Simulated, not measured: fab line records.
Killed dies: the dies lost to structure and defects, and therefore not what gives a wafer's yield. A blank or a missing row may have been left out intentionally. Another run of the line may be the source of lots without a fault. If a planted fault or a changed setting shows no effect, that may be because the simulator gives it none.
fab line records -- flow rit-cmos
record: lots: 5, wafers: 15, last-day: 7
route steps=202 shown NSD@133 PSD@142 M1@202
lots that met no fault: from a run of the same line without faults
start-h: the number of hours between the record's first day and the start of the first shown wafer of the lot -- wait-h: time in hours since the lot's previous step -- " the same as in the row above -- L1.1+2: a row that stands for several wafers -- - no value, or no start was given -- * or withheld: withheld -- < > ~ a bound
route shown NAME@n: a module of which the file shows steps, and the number in the route of the first -- usual: mean/standard deviation of fault-free wafers -- same: alike in all rows -- chamber/n: place in a boat -- sites: each site's reading -- _std_site: standard deviation across them -- _edge_site: inner sites' mean taken away from outer sites' mean -- radius-mm: how far each site lies from the wafer's centre -- mask NAME#n: copy n -- behind: the last tool/chamber to shape the wafer -- hold: why the lot was held/for how many hours/how that ended -- device: the n, p or np transistor that did not switch -- end of line: the route-end tests of the same wafers -- a step with no rows: only its recipe -- killed: at the first sort, the dies lost to defects and structure; wafer yield is something else -- map: per-die view of a wafer (x killed, . not killed, _ where there is no die)
set.NAME: the run value of the setting; set.NAME@STEP: its run value at that earlier step -- model.NAME: the simulator's own value behind a step, which no gauge read
certain route steps with their lots: each step a table, each wafer a row
services: the hour from which a tool's chamber was out of use, counted from the record's first day as start-h (under 0 if before that day), plus the number of hours and why
== steps ==
step: RIT_NSD_SOFTBAKE_02
recipe: resist: NOVOLAK, temp-c: 90, time-s: 60
step: RIT_NSD_EXPOSE_03
recipe: mask-id: M9, na: 0.57, target-cd-nm: 40700, dose-mj: 250
step: RIT_NSD_PEB_04
recipe: resist: NOVOLAK, temp-c: withheld, time-s: withheld
step: RIT_NSD_DEVELOP_05
recipe: resist: NOVOLAK, develop-time-s: 50, dev-temp-c: 23
step: RIT_NSD_OVL_MEAS_06
usual: NSD_OVL: -1.0/1.4
lot.wafer,tool,chamber,start-h,wait-h,NSD_OVL[nm]
L192.3,overlay-01,-,90.51,-,-0.8
L192.4,overlay-01,-,90.51,-,-0.8
L192.5,overlay-01,-,90.51,-,0.7
L195.2,overlay-02,-,114.70,-,0.8
L195.5,overlay-02,-,114.70,-,0.1
L195.6,overlay-02,-,114.70,-,-1.0
L199.1,overlay-01,-,123.79,-,-0.9
L199.3,overlay-01,-,123.79,-,-0.6
L199.5,overlay-01,-,123.79,-,-1.1
L204.2,overlay-01,-,142.48,-,-1.4
L204.3,overlay-01,-,142.48,-,-2.7
L204.5,overlay-01,-,142.48,-,-0.8
L210.1,overlay-02,-,161.42,-,-0.6
L210.3,overlay-02,-,161.42,-,-1.1
L210.5,overlay-02,-,161.42,-,0.2
step: RIT_NSD_HARDBAKE_07
recipe: resist: NOVOLAK, temp-c: 140, time-s: 60
step: RIT_NSD_IMPLANT_08
recipe: species: P, energy-kev: 25, dose-cm2: 1e+15, tilt-deg: 7
step: RIT_NSD_STRIP_09
recipe: chemistry: O2, time-s: 180, resist: NOVOLAK, platen-temp-c: withheld, power-w: 500, pressure-mtorr: 4000, o2-flow-sccm: 4000
usual: drypump-motor-current-A: 5.8/0.46, rf-refl-power-W: 6.8/1
lot.wafer,tool,chamber,start-h,wait-h,drypump-motor-current-A,rf-hours-counter-h,rf-refl-power-W
L192.3,plasma-asher-01,1,90.89,0.1,5.7,-,6.6
L192.4,plasma-asher-01,0,90.89,0.1,5.9,-,8.8
L192.5,plasma-asher-01,0,90.89,0.1,6.0,-,8.5
L195.2,plasma-asher-01,1,115.12,0.1,5.7,27,6.4
L195.5,plasma-asher-01,1,115.12,0.1,5.7,-,6.2
L195.6,plasma-asher-01,0,115.12,0.1,6.0,-,8.7
L199.1,plasma-asher-01,1,124.49,0.1,5.7,29,6.3
L199.3,plasma-asher-01,0,124.49,0.1,6.0,-,8.7
L199.5,plasma-asher-01,0,124.49,0.1,6.0,-,8.6
L204.2,plasma-asher-01,1,142.81,0.1,5.7,32,6.2
L204.3,plasma-asher-01,1,142.81,0.1,5.7,-,6.3
L204.5,plasma-asher-01,0,142.81,0.1,6.0,-,8.9
L210.1,plasma-asher-02,1,161.86,0.1,6.4,53,6.1
L210.3,plasma-asher-02,1,161.86,0.1,6.5,-,6.1
L210.5,plasma-asher-02,0,161.86,0.1,5.7,-,6.4
step: RIT_NSD_TW_MEAS_10
usual: NSD_TW: 3129/33
lot.wafer,tool,chamber,start-h,wait-h,NSD_TW
L192.3,film-metro-02,-,91.03,0.1,3149
L192.4,film-metro-02,-,91.03,0.1,3147
L192.5,film-metro-02,-,91.03,0.1,3152
L195.2,film-metro-03,-,115.30,0.1,3141
L195.5,film-metro-03,-,115.30,0.1,3138
L195.6,film-metro-03,-,115.30,0.1,3143
L199.1,film-metro-01,-,124.66,0.1,3095
L199.3,film-metro-01,-,124.66,0.1,3106
L199.5,film-metro-01,-,124.66,0.1,3109
L204.2,film-metro-02,-,143.00,0.1,3155
L204.3,film-metro-02,-,143.00,0.1,3157
L204.5,film-metro-02,-,143.00,0.1,3151
L210.1,film-metro-03,-,162.04,0.1,3104
L210.3,film-metro-03,-,162.04,0.1,3122
L210.5,film-metro-03,-,162.04,0.1,3102
step: RIT_PSD_HMDS_00
recipe: prime-time-s: 60, prime-temp-c: 140
step: RIT_PSD_COAT_01
recipe: resist: NOVOLAK, spin-rpm: 3250, resist-thk-nm: 1000
step: RIT_PSD_SOFTBAKE_02
recipe: resist: NOVOLAK, temp-c: 90, time-s: 60
step: RIT_PSD_EXPOSE_03
recipe: mask-id: M10, na: 0.57, target-cd-nm: 40900, dose-mj: 250
lot.wafer,tool,chamber,start-h,wait-h,mask
L192.3+4+5,iline-stepper-02,0,91.68,0.2,M10#0
L195.2+5+6,iline-stepper-01,0,116.03,0.2,M10_R1#0
L199.1+3+5,iline-stepper-01,0,125.39,0.3,M10#0
L204.2+3+5,iline-stepper-02,0,143.71,0.1,M10#0
L210.1+3+5,iline-stepper-02,0,162.89,0.2,M10#0
step: RIT_PSD_PEB_04
recipe: resist: NOVOLAK, temp-c: withheld, time-s: withheld
step: RIT_M1_PROBE_99
usual: killed-at-contacts: 0.1/0.23, killed-at-front-end: 6.7/2.9, killed-dies: 6.8/2.9, killed-open: 3.5/2.1, killed-short: 3.2/1.9
same: gross-dies: 264, killed_at_M0_to_M3: 0, killed_at_M4_up: 0, killed-at-back-side: 0, killed-at-other: 0
lot.wafer,tool,chamber,start-h,wait-h,killed-at-contacts,killed-at-front-end,killed-dies,killed-open,killed-short
L210.1,prober-01,-,171.66,0.1,0,12,12,8,4
L210.3,prober-01,-,171.76,0.2,0,6,6,3,3
L210.5,prober-01,-,171.86,0.2,0,7,7,5,2
killed by level:class
L210.1 SPACER:geometric-particle:open=4 GATE:geometric-particle:open=2 FOX1:geometric-particle:short=1 FOX1:geometric-particle:open=1 GATE:geometric-particle:short=1 REOX:geometric-particle:open=1 REOX:geometric-particle:short=1 SPACER:geometric-particle:short=1
L210.3 SPACER:geometric-particle:open=2 SPACER:geometric-particle:short=2 REOX:geometric-particle:open=1 SILICIDE:geometric-particle:short=1
L210.5 SILICIDE:geometric-particle:open=3 GATE:geometric-particle:open=1 REOX:geometric-particle:short=1 SPACER:geometric-particle:open=1 SPACER:geometric-particle:short=1
== services ==
tool,chamber,start-h,hours,kind
iline-stepper-01,-,84.52,4.3,pm
iline-stepper-02,-,91.78,1.7,pm
plasma-asher-01,-,98.66,2.8,pm
== key ==
first-sign: step: RIT_PSD_EXPOSE_03, reading: mask, direction: changed
effect none on later readings
met-at RIT_PSD_EXPOSE_03
struck-wafers L195.2,L195.5,L195.6
tester-left-out L195
fault: kind: wrong-mask, tool: any, chamber: -, onset-h: 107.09, steps: RIT_PSD_EXPOSE_03, aux-copy: M10_R1#0, cd-offset-nm: -350, scope: struck-lots-only
tester-left-out: of these lots the tester's yield and bins aren't shown, on N5 and GAA mostly nor the transistor test; their killed dies are dies lost to structure and defects alone, not to doping, threshold or leakage, so they don't give the yield
